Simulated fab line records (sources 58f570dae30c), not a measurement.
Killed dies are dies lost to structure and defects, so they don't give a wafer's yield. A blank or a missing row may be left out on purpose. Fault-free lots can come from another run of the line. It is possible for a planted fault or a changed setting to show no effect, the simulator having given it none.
Comparing a struck lot with a sound one	flow berkeley-cmos170	22 out of 331 route steps
Sound: the wafers L301.2, L301.5, L301.6. Wafers struck: L310.1, L310.2, L310.4. The cause is named last.
Order at every step that has rows: each side's tool, ch and its chambers, its first start. Under that, the readings that differ: sound wafers	struck wafers	difference of the means	sigmas: that difference in standard deviations of wafers without a fault.
alike: a reading whose means differ by less than 2 such deviations, as well as words and numbers matching on both sides. not compared: withheld readings; readings where some wafer has no value; bounds like >300 that might hide an equal value; numbers whose values overlap and for which the record gives no deviation.
Wherever a step has rows on one side only, a row that says differs or no value, or a row with sigmas, the two part there. Non-overlapping numbers with no deviation appear without sigmas and do not part them. A reading missing from all wafers of one side parts the sides only when that side holds two or more wafers.

first, 2 steps without rows for these wafers: UCB170_PLDD_PEB_04; UCB170_PLDD_DEVELOP_05 (develop time 45 s).
UCB170_PLDD_CD_MEAS_06: the cd target is 1200 nm.
  sound on cd-sem-02, day 7 07:31; struck on cd-sem-01, day 8 21:59
  alike: cd-nm
UCB170_PLDD_OVL_MEAS_07:
  sound on overlay-02, day 7 07:38; struck on overlay-01, day 8 22:06
  alike: PLDD_OVL
then, 2 steps without rows for these wafers: UCB170_PLDD_IMPLANT_08; UCB170_PLDD_IMPLANT_09.
UCB170_PLDD_STRIP_10: strips in O2.
  sound on plasma-asher-03 ch 0,1, day 7 07:58; struck on plasma-asher-02 ch 0,1, day 8 22:26
  alike: drypump-motor-current-A, oes-product-au, strip-time-to-endpoint-s
  not compared: rf-hours-counter-h
UCB170_PLDD_TW_MEAS_11:
  sound on film-metro-03, day 7 08:04; struck on film-metro-03, day 8 22:32
  alike: PLDD_TW
then, 4 steps without rows for these wafers: UCB170_PLDD_CLEAN_12 (cleans in SPM, time 600 s); UCB170_NLDD_HMDS_00 (prime time 60 s); UCB170_NLDD_COAT_01 (resist thk 900 nm); UCB170_NLDD_SOFTBAKE_02 (time 60 s).
UCB170_NLDD_EXPOSE_03: exposes mask NSELECT, target cd 1200 nm.
  sound on krf-scanner-02 ch 0, day 7 08:46; struck on krf-scanner-02 ch 0, day 8 23:47
reading	sound	struck	difference	sigmas
mask	NSELECT#0 NSELECT#0 NSELECT#0	PSELECT#0 PSELECT#0 PSELECT#0	differs	
  alike: exposure-dose-mJ-cm2, stage-vel-mm-s
then, 2 steps without rows for these wafers: UCB170_NLDD_PEB_04; UCB170_NLDD_DEVELOP_05 (develop time 45 s).
UCB170_NLDD_CD_MEAS_06: the cd target is 1200 nm.
  sound on cd-sem-02, day 7 09:10; struck on cd-sem-01, day 9 00:57
reading	sound	struck	difference	sigmas
cd-nm (nm)	1199.4 1199.1 1197.8	- - -	no value on the struck wafers	
UCB170_NLDD_OVL_MEAS_07:
  sound on overlay-02, day 7 09:17; struck on overlay-02, day 9 01:05
reading	sound	struck	difference	sigmas
NLDD_OVL (nm)	7 4 0	- - -	no value on the struck wafers	
then, 2 steps without rows for these wafers: UCB170_NLDD_IMPLANT_08; UCB170_NLDD_IMPLANT_09.
UCB170_NLDD_STRIP_10: strips in O2.
  sound on plasma-asher-01 ch 0,1, day 7 09:37; struck on plasma-asher-01 ch 0,1, day 9 01:26
  alike: drypump-motor-current-A, oes-product-au, strip-time-to-endpoint-s
  not compared: rf-hours-counter-h
UCB170_NLDD_TW_MEAS_11:
  sound on film-metro-01, day 7 09:43; struck on film-metro-03, day 9 01:33
reading	sound	struck	difference	sigmas
NLDD_TW	2205 2218 2196	30 30 30	-2176	-99 or more
then, 1 step without rows for these wafers: UCB170_NLDD_CLEAN_12 (cleans in SPM, time 600 s).

## WHERE THEY PART
Earliest at UCB170_NLDD_EXPOSE_03; latest, in this record, at UCB170_NLDD_TW_MEAS_11.

WHY: the cause the simulator had injected
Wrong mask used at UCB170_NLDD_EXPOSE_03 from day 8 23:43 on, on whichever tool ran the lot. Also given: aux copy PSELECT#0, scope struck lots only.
